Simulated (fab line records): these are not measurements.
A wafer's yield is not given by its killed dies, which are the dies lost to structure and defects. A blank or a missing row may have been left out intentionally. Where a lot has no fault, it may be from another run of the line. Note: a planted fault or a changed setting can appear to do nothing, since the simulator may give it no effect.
fab line records + flow ritCmos
record:
- lots: 14
- wafers: 42
- lastDay: 7
route steps=202 shown ACTIVE@3 NWELL@34 PWELL@47 PSD@151 M1@202
lots that met no fault: from a run of the same line without faults
startH: the number of hours between the record's first day and the start of the first shown wafer of the lot + waitH: hours since the lot's step before + " unchanged from the row above + L1.1+2: one row covering several wafers at once + - no value, or no start given + * or withheld: withheld + < > ~ a bound
route shown NAME@n: names a module that has steps shown in the file, with the first one's number in the route + usual: mean and standard deviation over wafers with no fault + same: alike in all rows + chamber/n: place in a boat + sites: each site's reading + _std_site: standard deviation across them + _edge_site: inner sites' mean taken away from outer sites' mean + radiusMm: for every site, how far away it sits from the centre of the wafer + mask NAME#n: copy n + behind: tool/chamber where the wafer was last shaped + hold: why the lot went on hold/how many hours it stayed there/how the hold came to an end + device: whichever transistor did not switch (one of n, p or np) + end of line: the route-end tests of the same wafers + where a step has no rows: the recipe by itself + killed: not the wafer's yield, but the dies lost to structure and defects at the first sort + map: dies across one wafer; x = killed, . = not, _ = none there
set.NAME: the setting as run; set.NAME@STEP: as run at that earlier step + model.NAME: the simulator's own value behind a step, which no gauge read
the route's steps for a sample of lots (tables are steps, rows are wafers)
services: when a tool's chamber went out of use (startH, in hours from the record's first day, below 0 if earlier), for how many hours, and the reason
== steps ==
step: RIT_ACTIVE_THK_MEAS_02
recipe:
- reads: SiO2_of_ACTIVE_OXIDATION_01
usual:
- ACTIVE_OXIDE_THK: 47.7/0.86
| lot.wafer | tool         | chamber | startH | waitH | ACTIVE_OXIDE_THK[nm] |
|-----------|--------------|---------|--------|-------|----------------------|
| L150.2    | filmMetro-01 | -       | 17.06  | 0.0   | 48.7                 |
| L150.4    | "            | -       | "      | "     | 48.9                 |
| L150.5    | "            | -       | "      | "     | 48.7                 |
| L153.1    | filmMetro-04 | -       | 32.81  | 0.0   | 46.6                 |
| L153.4    | "            | -       | "      | "     | 47.4                 |
| L153.5    | "            | -       | "      | "     | 47.2                 |
| L154.2    | filmMetro-01 | -       | 37.13  | 0.0   | 47.9                 |
| L154.3    | "            | -       | "      | "     | 48.1                 |
| L154.5    | "            | -       | "      | "     | 47.4                 |
| L155.2    | filmMetro-03 | -       | 43.61  | 0.0   | 48.7                 |
| L155.4    | "            | -       | "      | "     | 48.5                 |
| L155.5    | "            | -       | "      | "     | 48.2                 |
| L157.4    | filmMetro-03 | -       | 53.92  | 0.0   | 49.0                 |
| L157.5    | "            | -       | "      | "     | 48.4                 |
| L157.6    | "            | -       | "      | "     | 48.5                 |
| L158.1    | filmMetro-03 | -       | 57.58  | 0.0   | 47.4                 |
| L158.2    | "            | -       | "      | "     | 47.2                 |
| L158.4    | "            | -       | "      | "     | 47.8                 |
| L159.2    | filmMetro-03 | -       | 62.44  | 0.0   | 48.3                 |
| L159.3    | "            | -       | "      | "     | 47.8                 |
| L159.4    | "            | -       | "      | "     | 48.1                 |
| L160.2    | filmMetro-01 | -       | 67.40  | 0.0   | 47.7                 |
| L160.5    | "            | -       | "      | "     | 48.0                 |
| L160.6    | "            | -       | "      | "     | 47.7                 |
| L161.3    | filmMetro-04 | -       | 73.23  | 0.0   | 48.2                 |
| L161.5    | "            | -       | "      | "     | 48.0                 |
| L161.6    | "            | -       | "      | "     | 47.1                 |
| L163.1    | filmMetro-03 | -       | 82.50  | 0.0   | 47.7                 |
| L163.4    | "            | -       | "      | "     | 48.0                 |
| L163.6    | "            | -       | "      | "     | 47.3                 |
| L169.1    | filmMetro-03 | -       | 112.49 | 0.0   | 48.4                 |
| L169.2    | "            | -       | "      | "     | 48.2                 |
| L169.5    | "            | -       | "      | "     | 48.7                 |
| L170.3    | filmMetro-04 | -       | 117.96 | 0.0   | 48.2                 |
| L170.4    | "            | -       | "      | "     | 48.7                 |
| L170.6    | "            | -       | "      | "     | 48.8                 |
| L171.2    | filmMetro-03 | -       | 124.01 | 0.0   | 47.0                 |
| L171.3    | "            | -       | "      | "     | 47.5                 |
| L171.5    | "            | -       | "      | "     | 47.6                 |
| L172.2    | filmMetro-04 | -       | 127.26 | 0.0   | 47.8                 |
| L172.5    | "            | -       | "      | "     | 47.6                 |
| L172.6    | "            | -       | "      | "     | 48.8                 |
step: RIT_NWELL_OVL_MEAS_06
usual:
- NWELL_OVL: -1.0/1.4
| lot.wafer | tool       | chamber | startH | waitH | NWELL_OVL[nm] |
|-----------|------------|---------|--------|-------|---------------|
| L150.2    | overlay-01 | -       | 27.23  | -     | -1.1          |
| L150.4    | "          | -       | "      | "     | 0.5           |
| L150.5    | "          | -       | "      | "     | -1.9          |
| L153.1    | overlay-02 | -       | 43.30  | -     | -0.2          |
| L153.4    | "          | -       | "      | "     | 0.1           |
| L153.5    | "          | -       | "      | "     | -0.7          |
| L154.2    | overlay-02 | -       | 47.51  | -     | 0.8           |
| L154.3    | "          | -       | "      | "     | 1.0           |
| L154.5    | "          | -       | "      | "     | 0.8           |
| L155.2    | overlay-01 | -       | 52.12  | -     | 0.5           |
| L155.4    | "          | -       | "      | "     | 1.1           |
| L155.5    | "          | -       | "      | "     | 0.7           |
| L157.4    | overlay-01 | -       | 62.69  | -     | -2.1          |
| L157.5    | "          | -       | "      | "     | -0.2          |
| L157.6    | "          | -       | "      | "     | -1.4          |
| L158.1    | overlay-01 | -       | 67.19  | -     | -0.9          |
| L158.2    | "          | -       | "      | "     | -1.1          |
| L158.4    | "          | -       | "      | "     | -3.9          |
| L159.2    | overlay-02 | -       | 72.03  | -     | -0.6          |
| L159.3    | "          | -       | "      | "     | -1.7          |
| L159.4    | "          | -       | "      | "     | -1.4          |
| L160.2    | overlay-02 | -       | 78.76  | -     | -0.2          |
| L160.5    | "          | -       | "      | "     | -1.5          |
| L160.6    | "          | -       | "      | "     | -2.5          |
| L161.3    | overlay-02 | -       | 82.52  | -     | -2.3          |
| L161.5    | "          | -       | "      | "     | -2.4          |
| L161.6    | "          | -       | "      | "     | -1.8          |
| L163.1    | overlay-02 | -       | 91.50  | -     | -0.2          |
| L163.4    | "          | -       | "      | "     | 0.3           |
| L163.6    | "          | -       | "      | "     | 1.4           |
| L169.1    | overlay-02 | -       | 122.94 | -     | 1.6           |
| L169.2    | "          | -       | "      | "     | -1.0          |
| L169.5    | "          | -       | "      | "     | -0.7          |
| L170.3    | overlay-02 | -       | 129.53 | -     | -1.9          |
| L170.4    | "          | -       | "      | "     | -1.9          |
| L170.6    | "          | -       | "      | "     | -3.0          |
| L171.2    | overlay-02 | -       | 132.35 | -     | -0.9          |
| L171.3    | "          | -       | "      | "     | -2.3          |
| L171.5    | "          | -       | "      | "     | -1.1          |
| L172.2    | overlay-02 | -       | 135.89 | -     | -1.8          |
| L172.5    | "          | -       | "      | "     | -1.7          |
| L172.6    | "          | -       | "      | "     | 0.2           |
step: RIT_PWELL_IMPLANT_08
recipe:
- species: B
- energyKev: 170
- doseCm2: 7e+13
- tiltDeg: 7
usual:
- beamEnergyKeV: 170.01/0.053
| lot.wafer | tool         | chamber | startH | waitH | beamEnergyKeV |
|-----------|--------------|---------|--------|-------|---------------|
| L150.2    | implanter-02 | 0       | 29.50  | 0.2   | 169.94        |
| L150.4    | "            | 0       | "      | "     | 169.94        |
| L150.5    | "            | 0       | "      | "     | 169.90        |
| L153.1    | implanter-01 | 0       | 45.26  | 0.2   | 169.96        |
| L153.4    | "            | 0       | "      | "     | 169.97        |
| L153.5    | "            | 0       | "      | "     | 169.96        |
| L154.2    | implanter-01 | 0       | 49.44  | 0.2   | 169.89        |
| L154.3    | "            | 0       | "      | "     | 170.07        |
| L154.5    | "            | 0       | "      | "     | 170.02        |
| L155.2    | implanter-04 | 0       | 53.97  | 0.2   | 170.07        |
| L155.4    | "            | 0       | "      | "     | 170.12        |
| L155.5    | "            | 0       | "      | "     | 170.10        |
| L157.4    | implanter-04 | 0       | 64.59  | 0.2   | 169.95        |
| L157.5    | "            | 0       | "      | "     | 170.07        |
| L157.6    | "            | 0       | "      | "     | 169.95        |
| L158.1    | implanter-02 | 0       | 69.38  | 0.2   | 170.11        |
| L158.2    | "            | 0       | "      | "     | 169.99        |
| L158.4    | "            | 0       | "      | "     | 170.00        |
| L159.2    | implanter-04 | 0       | 73.96  | 0.2   | 170.08        |
| L159.3    | "            | 0       | "      | "     | 170.07        |
| L159.4    | "            | 0       | "      | "     | 170.00        |
| L160.2    | implanter-04 | 0       | 80.62  | 0.2   | 119.01        |
| L160.5    | "            | 0       | "      | "     | 119.04        |
| L160.6    | "            | 0       | "      | "     | 119.05        |
| L161.3    | implanter-04 | 0       | 84.52  | 0.2   | 119.02        |
| L161.5    | "            | 0       | "      | "     | 119.06        |
| L161.6    | "            | 0       | "      | "     | 119.08        |
| L163.1    | implanter-01 | 0       | 93.33  | 0.2   | 170.01        |
| L163.4    | "            | 0       | "      | "     | 169.93        |
| L163.6    | "            | 0       | "      | "     | 170.01        |
| L169.1    | implanter-01 | 0       | 124.90 | 0.2   | 170.01        |
| L169.2    | "            | 0       | "      | "     | 169.95        |
| L169.5    | "            | 0       | "      | "     | 170.03        |
| L170.3    | implanter-01 | 0       | 131.53 | 0.2   | 170.06        |
| L170.4    | "            | 0       | "      | "     | 170.04        |
| L170.6    | "            | 0       | "      | "     | 170.07        |
| L171.2    | implanter-02 | 0       | 134.60 | 0.2   | 170.03        |
| L171.3    | "            | 0       | "      | "     | 169.95        |
| L171.5    | "            | 0       | "      | "     | 170.07        |
| L172.2    | implanter-01 | 0       | 137.75 | 0.2   | 170.02        |
| L172.5    | "            | 0       | "      | "     | 170.09        |
| L172.6    | "            | 0       | "      | "     | 170.01        |
step: RIT_WELLDRIVE_RS_MEAS_02
recipe:
- thkMeasGauge: four-point-probe
usual:
- PWELL_RS: 429.7/1.2
| lot.wafer | tool         | chamber | startH | waitH | PWELL_RS[ohm/sq] |
|-----------|--------------|---------|--------|-------|------------------|
| L150.2    | filmMetro-02 | -       | 35.08  | 0.1   | 428.1            |
| L150.4    | "            | -       | "      | "     | 427.9            |
| L150.5    | "            | -       | "      | "     | 428.3            |
| L153.1    | filmMetro-01 | -       | 51.00  | 0.1   | 429.8            |
| L153.4    | "            | -       | "      | "     | 430.2            |
| L153.5    | "            | -       | "      | "     | 429.6            |
| L154.2    | filmMetro-04 | -       | 55.02  | 0.1   | 431.1            |
| L154.3    | "            | -       | "      | "     | 431.4            |
| L154.5    | "            | -       | "      | "     | 431.5            |
| L155.2    | filmMetro-01 | -       | 59.56  | 0.1   | 429.0            |
| L155.4    | "            | -       | "      | "     | 430.1            |
| L155.5    | "            | -       | "      | "     | 430.1            |
| L157.4    | filmMetro-04 | -       | 70.50  | 0.1   | 428.7            |
| L157.5    | "            | -       | "      | "     | 429.6            |
| L157.6    | "            | -       | "      | "     | 428.4            |
| L158.1    | filmMetro-01 | -       | 75.61  | 0.1   | 431.0            |
| L158.2    | "            | -       | "      | "     | 432.4            |
| L158.4    | "            | -       | "      | "     | 431.4            |
| L159.2    | filmMetro-02 | -       | 80.58  | 0.1   | 428.7            |
| L159.3    | "            | -       | "      | "     | 429.5            |
| L159.4    | "            | -       | "      | "     | 429.6            |
| L160.2    | filmMetro-02 | -       | 86.51  | 0.1   | 443.2            |
| L160.5    | "            | -       | "      | "     | 442.9            |
| L160.6    | "            | -       | "      | "     | 443.4            |
| L161.3    | filmMetro-01 | -       | 90.81  | 0.1   | 442.6            |
| L161.5    | "            | -       | "      | "     | 443.8            |
| L161.6    | "            | -       | "      | "     | 444.1            |
| L163.1    | filmMetro-04 | -       | 98.92  | 0.1   | 427.1            |
| L163.4    | "            | -       | "      | "     | 428.4            |
| L163.6    | "            | -       | "      | "     | 427.8            |
| L169.1    | filmMetro-01 | -       | 131.39 | 0.1   | 429.2            |
| L169.2    | "            | -       | "      | "     | 429.0            |
| L169.5    | "            | -       | "      | "     | 429.4            |
| L170.3    | filmMetro-04 | -       | 137.58 | 0.1   | 428.4            |
| L170.4    | "            | -       | "      | "     | 429.2            |
| L170.6    | "            | -       | "      | "     | 428.8            |
| L171.2    | filmMetro-01 | -       | 140.18 | 0.1   | 430.4            |
| L171.3    | "            | -       | "      | "     | 430.2            |
| L171.5    | "            | -       | "      | "     | 429.9            |
| L172.2    | filmMetro-01 | -       | 143.72 | 0.1   | 433.0            |
| L172.5    | "            | -       | "      | "     | 432.0            |
| L172.6    | "            | -       | "      | "     | 432.6            |
step: RIT_PSD_STRIP_09
recipe:
- chemistry: O2
- timeS: 180
- resist: NOVOLAK
- platenTempC: withheld
- powerW: 500
- pressureMtorr: 4000
- o2FlowSccm: 4000
usual:
- drypumpMotorCurrentA: 6.0/0.35
- o2FlowSccm: 4000/12
| lot.wafer | tool           | chamber | startH | waitH | drypumpMotorCurrentA | o2FlowSccm | rfHoursCounterH |
|-----------|----------------|---------|--------|-------|----------------------|------------|-----------------|
| L150.2    | plasmaAsher-01 | 1       | 56.88  | 0.1   | 6.4                  | 3985       | 38              |
| L150.4    | "              | 0       | "      | "     | 5.8                  | 3986       | -               |
| L150.5    | "              | 0       | "      | "     | 5.8                  | 3995       | -               |
| L153.1    | plasmaAsher-03 | 0       | 71.53  | 0.1   | 6.4                  | 4005       | 44              |
| L153.4    | "              | 0       | "      | "     | 6.4                  | 4003       | -               |
| L153.5    | "              | 0       | "      | "     | 6.4                  | 3997       | -               |
| L154.2    | plasmaAsher-01 | 1       | 75.25  | 0.1   | 6.4                  | 4010       | 40              |
| L154.3    | "              | 0       | "      | "     | 5.8                  | 3997       | -               |
| L154.5    | "              | 0       | "      | "     | 5.8                  | 3996       | -               |
| L155.2    | plasmaAsher-01 | 1       | 80.95  | 0.1   | 6.4                  | 3995       | 41              |
| L155.4    | "              | 0       | "      | "     | 5.8                  | 4000       | -               |
| L155.5    | "              | 1       | "      | "     | 6.4                  | 4006       | -               |
| L157.4    | plasmaAsher-02 | 0       | 93.29  | 0.1   | 5.6                  | 4004       | -               |
| L157.5    | "              | 1       | "      | "     | 5.5                  | 4001       | -               |
| L157.6    | "              | 0       | "      | "     | 5.6                  | 4001       | -               |
| L158.1    | plasmaAsher-02 | 1       | 98.65  | 0.1   | 5.5                  | 3997       | 32              |
| L158.2    | "              | 0       | "      | "     | 5.7                  | 4001       | 32              |
| L158.4    | "              | 1       | "      | "     | 5.5                  | 4000       | -               |
| L159.2    | plasmaAsher-03 | 0       | 101.40 | 0.1   | 6.4                  | 3983       | 48              |
| L159.3    | "              | 0       | "      | "     | 6.4                  | 3991       | -               |
| L159.4    | "              | 1       | "      | "     | 5.7                  | 4010       | -               |
| L160.2    | plasmaAsher-03 | 1       | 108.46 | 0.1   | 5.7                  | 3993       | 48              |
| L160.5    | "              | 1       | "      | "     | 5.7                  | 3992       | -               |
| L160.6    | "              | 0       | "      | "     | 6.4                  | 4000       | -               |
| L161.3    | plasmaAsher-03 | 0       | 114.61 | 0.1   | 6.4                  | 3993       | -               |
| L161.5    | "              | 0       | "      | "     | 6.4                  | 3998       | -               |
| L161.6    | "              | 1       | "      | "     | 5.7                  | 4015       | -               |
| L163.1    | plasmaAsher-03 | 1       | 124.72 | 0.1   | 5.7                  | 3964       | 50              |
| L163.4    | "              | 0       | "      | "     | 6.4                  | 3987       | -               |
| L163.6    | "              | 0       | "      | "     | 6.4                  | 4002       | -               |
| L169.1    | plasmaAsher-03 | 1       | 154.64 | 0.1   | 5.7                  | 4023       | 53              |
| L169.2    | "              | 0       | "      | "     | 6.4                  | 4005       | 53              |
| L169.5    | "              | 1       | "      | "     | 5.7                  | 3996       | -               |
| L170.3    | plasmaAsher-01 | 0       | 157.62 | 0.1   | 5.8                  | 4012       | -               |
| L170.4    | "              | 1       | "      | "     | 6.4                  | 4020       | -               |
| L170.6    | "              | 1       | "      | "     | 6.4                  | 3987       | -               |
| L171.2    | plasmaAsher-03 | 0       | 162.05 | 0.1   | 6.4                  | 4018       | 54              |
| L171.3    | "              | 0       | "      | "     | 6.4                  | 4015       | -               |
| L171.5    | "              | 0       | "      | "     | 6.4                  | 4013       | -               |
| L172.2    | plasmaAsher-01 | 1       | 169.42 | 0.1   | 6.4                  | 4001       | 51              |
| L172.5    | "              | 0       | "      | "     | 5.8                  | 4018       | -               |
| L172.6    | "              | 1       | "      | "     | 6.4                  | 3989       | -               |
step: RIT_M1_PROBE_99
usual:
- killed_at_M0_to_M3: 0.0/0.12
- killedAtContacts: 0.1/0.25
- killedAtFrontEnd: 6.3/2.9
- killedDies: 6.4/2.8
- killedOpen: 3.3/2
- killedShort: 3.1/2
same:
- grossDies: 264
- killed_at_M4_up: 0
- killedAtBackSide: 0
- killedAtOther: 0
| lot.wafer | tool      | chamber | startH | waitH | killed_at_M0_to_M3 | killedAtContacts | killedAtFrontEnd | killedDies | killedOpen | killedShort |
|-----------|-----------|---------|--------|-------|--------------------|------------------|------------------|------------|------------|-------------|
| L150.2    | prober-01 | -       | 65.21  | 0.1   | 0                  | 0                | 3                | 3          | 1          | 2           |
| L150.4    | prober-01 | -       | 65.31  | 0.2   | 0                  | 0                | 6                | 6          | 4          | 2           |
| L150.5    | prober-01 | -       | 65.36  | 0.2   | 0                  | 0                | 7                | 7          | 5          | 2           |
| L153.1    | prober-01 | -       | 79.96  | 0.1   | 0                  | 0                | 4                | 4          | 2          | 2           |
| L153.4    | prober-01 | -       | 80.11  | 0.2   | 0                  | 0                | 3                | 3          | 2          | 1           |
| L153.5    | prober-01 | -       | 80.16  | 0.2   | 0                  | 0                | 3                | 3          | 1          | 2           |
| L154.2    | prober-02 | -       | 83.61  | 0.1   | 0                  | 0                | 9                | 9          | 2          | 7           |
| L154.3    | prober-02 | -       | 83.66  | 0.2   | 0                  | 0                | 6                | 6          | 1          | 5           |
| L154.5    | prober-02 | -       | 83.76  | 0.2   | 0                  | 0                | 4                | 4          | 1          | 3           |
| L155.2    | prober-01 | -       | 89.24  | 0.1   | 0                  | 0                | 3                | 3          | 2          | 1           |
| L155.4    | prober-01 | -       | 89.34  | 0.2   | 0                  | 0                | 9                | 9          | 5          | 4           |
| L155.5    | prober-01 | -       | 89.39  | 0.2   | 0                  | 0                | 5                | 5          | 2          | 3           |
| L157.4    | prober-01 | -       | 101.80 | 0.2   | 0                  | 0                | 6                | 6          | 4          | 2           |
| L157.5    | prober-01 | -       | 101.85 | 0.2   | 0                  | 1                | 12               | 13         | 8          | 5           |
| L157.6    | prober-01 | -       | 101.90 | 0.2   | 0                  | 0                | 11               | 11         | 4          | 7           |
| L158.1    | prober-02 | -       | 107.22 | 0.1   | 0                  | 0                | 5                | 5          | 4          | 1           |
| L158.2    | prober-02 | -       | 107.27 | 0.1   | 0                  | 0                | 5                | 5          | 2          | 3           |
| L158.4    | prober-02 | -       | 107.37 | 0.2   | 0                  | 0                | 4                | 4          | 3          | 1           |
| L159.2    | prober-02 | -       | 109.94 | 0.1   | 0                  | 0                | 1                | 1          | 0          | 1           |
| L159.3    | prober-02 | -       | 109.99 | 0.2   | 0                  | 0                | 6                | 6          | 4          | 2           |
| L159.4    | prober-02 | -       | 110.04 | 0.2   | 0                  | 0                | 11               | 11         | 6          | 5           |
| L160.2    | prober-01 | -       | 116.59 | 0.1   | 0                  | 1                | 9                | 10         | 2          | 8           |
| L160.5    | prober-01 | -       | 116.74 | 0.2   | 0                  | 0                | 5                | 5          | 3          | 2           |
| L160.6    | prober-01 | -       | 116.79 | 0.2   | 0                  | 0                | 7                | 7          | 3          | 4           |
| L161.3    | prober-02 | -       | 123.04 | 0.2   | 0                  | 0                | 10               | 10         | 5          | 5           |
| L161.5    | prober-02 | -       | 123.14 | 0.2   | 0                  | 0                | 4                | 4          | 2          | 2           |
| L161.6    | prober-02 | -       | 123.19 | 0.2   | 0                  | 0                | 9                | 9          | 5          | 4           |
| L163.1    | prober-02 | -       | 132.76 | 0.1   | 0                  | 0                | 10               | 10         | 6          | 4           |
| L163.4    | prober-02 | -       | 132.91 | 0.2   | 0                  | 0                | 10               | 10         | 3          | 7           |
| L163.6    | prober-02 | -       | 133.01 | 0.2   | 0                  | 0                | 4                | 4          | 2          | 2           |
| L169.1    | prober-02 | -       | 163.05 | 0.1   | 0                  | 0                | 5                | 5          | 2          | 3           |
| L169.2    | prober-02 | -       | 163.10 | 0.1   | 0                  | 0                | 6                | 6          | 6          | 0           |
| L169.5    | prober-02 | -       | 163.25 | 0.2   | 0                  | 0                | 3                | 3          | 1          | 2           |
| L170.3    | prober-01 | -       | 166.09 | 0.2   | 0                  | 0                | 5                | 5          | 2          | 3           |
| L170.4    | prober-01 | -       | 166.14 | 0.2   | 0                  | 0                | 2                | 2          | 1          | 1           |
| L170.6    | prober-01 | -       | 166.24 | 0.2   | 0                  | 0                | 7                | 7          | 3          | 4           |
| L171.2    | prober-02 | -       | 170.30 | 0.1   | 0                  | 0                | 5                | 5          | 2          | 3           |
| L171.3    | prober-02 | -       | 170.35 | 0.2   | 0                  | 0                | 9                | 9          | 7          | 2           |
| L171.5    | prober-02 | -       | 170.45 | 0.2   | 0                  | 0                | 4                | 4          | 2          | 2           |
| L172.2    | prober-01 | -       | 177.84 | 0.1   | 0                  | 0                | 9                | 9          | 6          | 3           |
| L172.5    | prober-01 | -       | 177.99 | 0.2   | 1                  | 0                | 5                | 6          | 5          | 1           |
| L172.6    | prober-01 | -       | 178.04 | 0.2   | 0                  | 0                | 8                | 8          | 0          | 8           |
killed by level:class
L150.2 REOX:geometricParticle:open=1 REOX:geometricParticle:short=1 SPACER:geometricParticle:short=1
L150.4 GATE:geometricParticle:open=2 GATE:geometricParticle:short=1 REOX:geometricParticle:open=1 REOX:geometricParticle:short=1 SPACER:geometricParticle:open=1
L150.5 FOX2:geometricParticle:open=3 REOX:geometricParticle:open=2 FOX1:geometricParticle:short=1 GATE:geometricParticle:short=1
L153.1 GATE:geometricParticle:short=2 REOX:geometricParticle:open=2
L153.4 GATE:geometricParticle:open=2 GATE:geometricParticle:short=1
L153.5 FOX1:geometricParticle:short=1 FOX1:geometricParticle:open=1 SPACER:geometricParticle:short=1
L154.2 SPACER:geometricParticle:short=3 REOX:geometricParticle:short=2 FOX1:geometricParticle:short=1 GATE:geometricParticle:open=1 GATE:geometricParticle:short=1 SPACER:geometricParticle:open=1
L154.3 FOX1:geometricParticle:short=2 SILICIDE:geometricParticle:short=2 FOX1:geometricParticle:open=1 REOX:geometricParticle:short=1
L154.5 SPACER:geometricParticle:short=2 GATE:geometricParticle:short=1 SILICIDE:geometricParticle:open=1
L155.2 GATE:geometricParticle:open=2 REOX:geometricParticle:short=1
L155.4 GATE:geometricParticle:open=2 GATE:geometricParticle:short=2 REOX:geometricParticle:open=2 FOX1:geometricParticle:open=1 FOX2:geometricParticle:short=1 REOX:geometricParticle:short=1
L155.5 FOX2:geometricParticle:short=2 GATE:geometricParticle:open=1 GATE:geometricParticle:short=1 REOX:geometricParticle:open=1
L157.4 GATE:geometricParticle:short=2 GATE:geometricParticle:open=2 FOX1:geometricParticle:open=1 SPACER:geometricParticle:open=1
L157.5 GATE:geometricParticle:open=2 REOX:geometricParticle:open=2 FOX1:geometricParticle:short=1 FOX2:geometricParticle:open=1 FOX2:geometricParticle:short=1 GATE:geometricParticle:short=1 SPACER:geometricParticle:open=1 SPACER:geometricParticle:short=1
L157.6 FOX1:geometricParticle:short=3 FOX2:geometricParticle:short=3 GATE:geometricParticle:open=2 SPACER:geometricParticle:open=2 GATE:geometricParticle:short=1
L158.1 GATE:geometricParticle:open=3 FOX1:geometricParticle:short=1 REOX:geometricParticle:open=1
L158.2 FOX1:geometricParticle:short=2 FOX1:geometricParticle:open=1 GATE:geometricParticle:short=1 REOX:geometricParticle:open=1
L158.4 SPACER:geometricParticle:open=2 FOX1:geometricParticle:short=1 GATE:geometricParticle:open=1
L159.2 GATE:geometricParticle:short=1
L159.3 GATE:geometricParticle:open=3 GATE:geometricParticle:short=1 SPACER:geometricParticle:open=1 SPACER:geometricParticle:short=1
L159.4 FOX1:geometricParticle:open=2 SPACER:geometricParticle:short=2 SPACER:geometricParticle:open=2 ACTIVE:geometricParticle:open=1 GATE:geometricParticle:short=1 REOX:geometricParticle:short=1 SILICIDE:geometricParticle:open=1 SILICIDE:geometricParticle:short=1
L160.2 GATE:geometricParticle:short=2 SPACER:geometricParticle:short=2 FOX2:geometricParticle:short=1 REOX:geometricParticle:open=1 REOX:geometricParticle:short=1 SPACER:geometricParticle:open=1 SILICIDE:geometricParticle:short=1 CONTACT:geometricParticle:short=1
L160.5 FOX1:geometricParticle:short=2 FOX2:geometricParticle:open=1 GATE:geometricParticle:open=1 SILICIDE:geometricParticle:open=1
L160.6 SPACER:geometricParticle:open=2 SPACER:geometricParticle:short=2 FOX1:geometricParticle:short=1 GATE:geometricParticle:open=1 SILICIDE:geometricParticle:short=1
L161.3 FOX1:geometricParticle:open=3 REOX:geometricParticle:short=2 FOX2:geometricParticle:open=1 GATE:geometricParticle:open=1 GATE:geometricParticle:short=1 SPACER:geometricParticle:short=1 SILICIDE:geometricParticle:short=1
L161.5 FOX1:geometricParticle:short=2 FOX1:geometricParticle:open=1 REOX:geometricParticle:open=1
L161.6 GATE:geometricParticle:open=3 GATE:geometricParticle:short=2 ACTIVE:geometricParticle:open=1 FOX1:geometricParticle:short=1 FOX2:geometricParticle:open=1 REOX:geometricParticle:short=1
L163.1 FOX1:geometricParticle:short=2 SPACER:geometricParticle:open=2 ACTIVE:geometricParticle:short=1 FOX1:geometricParticle:open=1 FOX2:geometricParticle:open=1 GATE:geometricParticle:open=1 GATE:geometricParticle:short=1 REOX:geometricParticle:open=1
L163.4 GATE:geometricParticle:short=3 SPACER:geometricParticle:short=2 FOX1:geometricParticle:open=1 FOX2:geometricParticle:short=1 FOX2:geometricParticle:open=1 SPACER:geometricParticle:open=1 SILICIDE:geometricParticle:short=1
L163.6 GATE:geometricParticle:open=2 FOX1:geometricParticle:short=1 FOX2:geometricParticle:short=1
L169.1 REOX:geometricParticle:short=3 GATE:geometricParticle:open=1 SPACER:geometricParticle:open=1
L169.2 REOX:geometricParticle:open=4 FOX1:geometricParticle:open=1 GATE:geometricParticle:open=1
L169.5 GATE:geometricParticle:open=1 GATE:geometricParticle:short=1 REOX:geometricParticle:short=1
L170.3 FOX2:geometricParticle:open=1 GATE:geometricParticle:open=1 GATE:geometricParticle:short=1 REOX:geometricParticle:short=1 SPACER:geometricParticle:short=1
L170.4 GATE:geometricParticle:short=1 SPACER:geometricParticle:open=1
L170.6 FOX1:geometricParticle:open=1 FOX2:geometricParticle:short=1 GATE:geometricParticle:open=1 GATE:geometricParticle:short=1 REOX:geometricParticle:short=1 SPACER:geometricParticle:open=1 SILICIDE:geometricParticle:short=1
L171.2 FOX1:geometricParticle:open=1 GATE:geometricParticle:short=1 REOX:geometricParticle:short=1 REOX:geometricParticle:open=1 SILICIDE:geometricParticle:short=1
L171.3 FOX1:geometricParticle:open=3 GATE:geometricParticle:open=2 FOX1:geometricParticle:short=1 REOX:geometricParticle:open=1 SPACER:geometricParticle:short=1 SILICIDE:geometricParticle:open=1
L171.5 REOX:geometricParticle:open=1 REOX:geometricParticle:short=1 SILICIDE:geometricParticle:short=1 SILICIDE:geometricParticle:open=1
L172.2 GATE:geometricParticle:open=2 GATE:geometricParticle:short=2 SPACER:geometricParticle:open=2 FOX1:geometricParticle:open=1 FOX2:geometricParticle:open=1 REOX:geometricParticle:short=1
L172.5 FOX1:geometricParticle:short=1 GATE:geometricParticle:open=1 REOX:geometricParticle:open=1 SPACER:geometricParticle:open=1 SILICIDE:geometricParticle:open=1 M1:geometricParticle:open=1
L172.6 GATE:geometricParticle:short=5 SILICIDE:geometricParticle:short=2 REOX:geometricParticle:short=1
== services ==
| tool           | chamber | startH | hours | kind   |
|----------------|---------|--------|-------|--------|
| plasmaAsher-03 | -       | 12.73  | 2.0   | repair |
| implanter-02   | -       | 22.27  | 2.7   | repair |
| implanter-01   | -       | 28.34  | 3.4   | repair |
| plasmaAsher-03 | -       | 32.03  | 0.3   | repair |
| implanter-01   | -       | 32.32  | 5.6   | pm     |
| plasmaAsher-03 | -       | 59.40  | 2.3   | repair |
| implanter-02   | -       | 97.60  | 2.0   | repair |
| implanter-04   | -       | 151.89 | 9.1   | repair |
| implanter-04   | -       | 160.97 | 3.7   | pm     |
| implanter-02   | -       | 161.30 | 3.4   | repair |
| implanter-02   | -       | 165.60 | 2.9   | pm     |
== key ==
firstSign:
- step: RIT_PWELL_IMPLANT_08
- reading: beamEnergyKeV
- direction: down
- sigmas: 99+
- usual: 170.01
- struck: 119.04
effect:
- step: RIT_WELLDRIVE_RS_MEAS_02
- reading: PWELL_RS
- direction: up
- sigmas: 11
- usual: 429.7
- struck: 443.3
metAt RIT_PWELL_IMPLANT_08
struckLots L160,L161
testerLeftOut L160,L161
notActingAt RIT_ACTIVE_THK_MEAS_02,RIT_NWELL_OVL_MEAS_06,RIT_PSD_STRIP_09
onsetBetween 73.96 80.62
fault:
- kind: processParameterDrift
- tool: implanter-04
- chamber: -
- onsetH: 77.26
- steps: RIT_PWELL_IMPLANT_08
- channel: energyKev
- offset: -51
- shape: step
- endH: 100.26
- actsIn: theseRecipesOnly
- stated: 170
testerLeftOut: of these lots the tester's yield and bins aren't shown, on N5 and GAA mostly nor the transistor test; their killed dies are dies lost to structure and defects alone, not to doping, threshold or leakage, so they don't give the yield
